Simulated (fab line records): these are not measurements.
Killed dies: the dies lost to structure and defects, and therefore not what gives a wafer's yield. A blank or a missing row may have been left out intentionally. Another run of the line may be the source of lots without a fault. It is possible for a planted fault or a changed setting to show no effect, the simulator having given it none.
2 desks, one fault -- flow rit-cmos -- what lay behind the numbers comes last; until then each desk has only its own

== THE TOOL OWNER'S DESK: furnace-02 ==
The tool's own readings at RIT_FOX1_OXIDATION_00 (target thk 350.7 nm, ox time 1130 s): means of the sampled wafers that have a number, for each lot that ran on this tool. Any lot whose mean is over 4 standard deviations away from the usual mean is out of limits and marked OUT; that distance is given in the brackets.
Columns: A = ox-temp-c at RIT_FOX1_OXIDATION_00, usual 1100.0 C; B = ox-temp-c-max at RIT_FOX1_OXIDATION_00, usual 1104.2
lot,first seen here,A,B
L819,day 1 16:35,1100.3,1103.3
L820,day 1 20:46,1099.7,1102.5
L823,day 2 11:35,1100.0,1103.0
L827,day 3 07:32,1100.2,1103.5
L839,day 5 20:31,1099.6,1102.2
L840,day 6 01:51,1099.5,1102.5
Result from this desk: across the 6 lots, nothing is out of limits.

== METROLOGY DESK ==
What the gauges read, lot by lot, whatever tool the lot ran on: means of the sampled wafers that have a number. Any lot whose mean is over 4 standard deviations away from the usual mean is out of limits and marked OUT; that distance is given in the brackets.
Columns: A = FOX1_OXIDE_THK at RIT_FOX1_THK_MEAS_01, usual 347 nm
lot,first seen here,A
L819,day 1 17:56,332
L820,day 1 22:05,348
L822,day 2 09:24,350
L823,day 2 12:56,382 (+5.6) OUT
L827,day 3 08:51,381 (+5.4) OUT
L832,day 4 10:39,345
L833,day 4 15:41,336
L834,day 4 19:56,341
L835,day 5 01:33,342
L838,day 5 16:11,354
L839,day 5 21:50,359
L840,day 6 03:10,347
L841,day 6 07:33,355
L842,day 6 11:52,344
Per this desk, out of limits: L823, L827; the first was L823, day 2 12:56 (FOX1_OXIDE_THK at RIT_FOX1_THK_MEAS_01). In limits: L819, L820, L822, L832, L833, L834, L835, L838, L839, L840, L841, L842.

== BROUGHT TOGETHER ==
Metrology desk: alarm possible at day 2 12:56 on L823, L827.
The desk of the tool owner found nothing out of limits.
Tool owner's desk: L823, L827 on record, inside its limits.
On furnace-02, each named lot ran RIT_FOX1_OXIDATION_00.

== WHAT THE SIMULATOR PUT IN ==
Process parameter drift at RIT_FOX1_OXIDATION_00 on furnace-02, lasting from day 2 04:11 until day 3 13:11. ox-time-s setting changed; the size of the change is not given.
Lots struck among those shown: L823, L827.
Hours from the fault's start to each desk's first reading out of limits: the metrology desk, 9.
